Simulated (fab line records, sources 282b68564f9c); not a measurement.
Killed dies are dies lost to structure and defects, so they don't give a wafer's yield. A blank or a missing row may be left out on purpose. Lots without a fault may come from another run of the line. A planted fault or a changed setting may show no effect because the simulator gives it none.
Which tool did it? | flow rit_cmos | 14 lots, 42 wafers sampled, at 1 step of a route of 202

WHAT THE GAUGES READ, wafer by wafer
The record holds no reading of a measuring or inspecting step that can be judged against a usual standard deviation.

WHICH TOOL RAN EACH LOT (tool, then ch and the chambers of the sampled wafers, then the start)
lot  | RIT_NRETRO_EXPOSE_03
L501 | iline_stepper-01 ch 0, day 2 11:34
L505 | iline_stepper-01 ch 0, day 3 07:05
L506 | iline_stepper-02 ch 0, day 3 11:45
L507 | iline_stepper-02 ch 0, day 3 15:50
L508 | iline_stepper-01 ch 0, day 3 22:14
L509 | iline_stepper-01 ch 0, day 4 01:47
L510 | iline_stepper-02 ch 0, day 4 07:26
L511 | iline_stepper-01, day 4 12:07
L512 | iline_stepper-02, day 4 16:57
L519 | iline_stepper-01 ch 0, day 6 03:25
L520 | iline_stepper-02 ch 0, day 6 09:02
L521 | iline_stepper-02 ch 0, day 6 13:54
L522 | iline_stepper-01 ch 0, day 6 19:27
L523 | iline_stepper-01 ch 0, day 6 23:41
- RIT_NRETRO_EXPOSE_03: exposes mask M4, target cd 43900 nm.

WHAT THE TOOLS THEMSELVES READ (means of the sampled wafers that have a number; where no wafer has one, the mark that the record gives instead)
RIT_NRETRO_EXPOSE_03.
lot  | tool             | exposure_dose_mJ_cm2 | focus_offset_nm (nm)
L501 | iline_stepper-01 | 250.09               | 0.3
L505 | iline_stepper-01 | 249.76               | -0.1
L506 | iline_stepper-02 | 249.87               | 0.4
L507 | iline_stepper-02 | 249.93               | -0.4
L508 | iline_stepper-01 | 250.09               | 0.3
L509 | iline_stepper-01 | 250.01               | 0.6
L510 | iline_stepper-02 | 249.75               | 0.5
L511 | iline_stepper-01 | -                    | -
L512 | iline_stepper-02 | -                    | -
L519 | iline_stepper-01 | 249.84               | -0.5
L520 | iline_stepper-02 | 249.99               | -1.0
L521 | iline_stepper-02 | 250.16               | -0.3
L522 | iline_stepper-01 | 250.10               | -0.5
L523 | iline_stepper-01 | 249.91               | -0.1

THE ANSWER, worked out from the rows above alone
Rule: what is usual is taken from the lots themselves. Put in order of their means at a reading, lots are off if they are a third of the lots or fewer, leave a main group of 4 or more, and stand apart from it by a gap of 3 or more times the standard deviation of the main group's means; of several such gaps the widest counts. A main group whose means are all the same, to the digits that the tables above print for the reading, isn't used. A lot without any number at a reading at which 4 lots or more have one is off too. The other lots that the step has rows for count as sound. The gauges are gone through in route order, then the tools' own readings, and for those a lot's mean is taken as printed above. The first step at which some lot is off is used, and at that step the reading that is off furthest; a lot without a number counts as furthest.
Off: L511, L512, at RIT_NRETRO_EXPOSE_03 (exposure_dose_mJ_cm2). Without a number there: L511, L512. The main group: mean 249.96, standard deviation 0.13.
A tool fits if, at that step or a process step before it, it ran every lot that is off, and no sound lot after the first of them. None of those tried fits.

WHAT THE SIMULATOR HAD PUT IN
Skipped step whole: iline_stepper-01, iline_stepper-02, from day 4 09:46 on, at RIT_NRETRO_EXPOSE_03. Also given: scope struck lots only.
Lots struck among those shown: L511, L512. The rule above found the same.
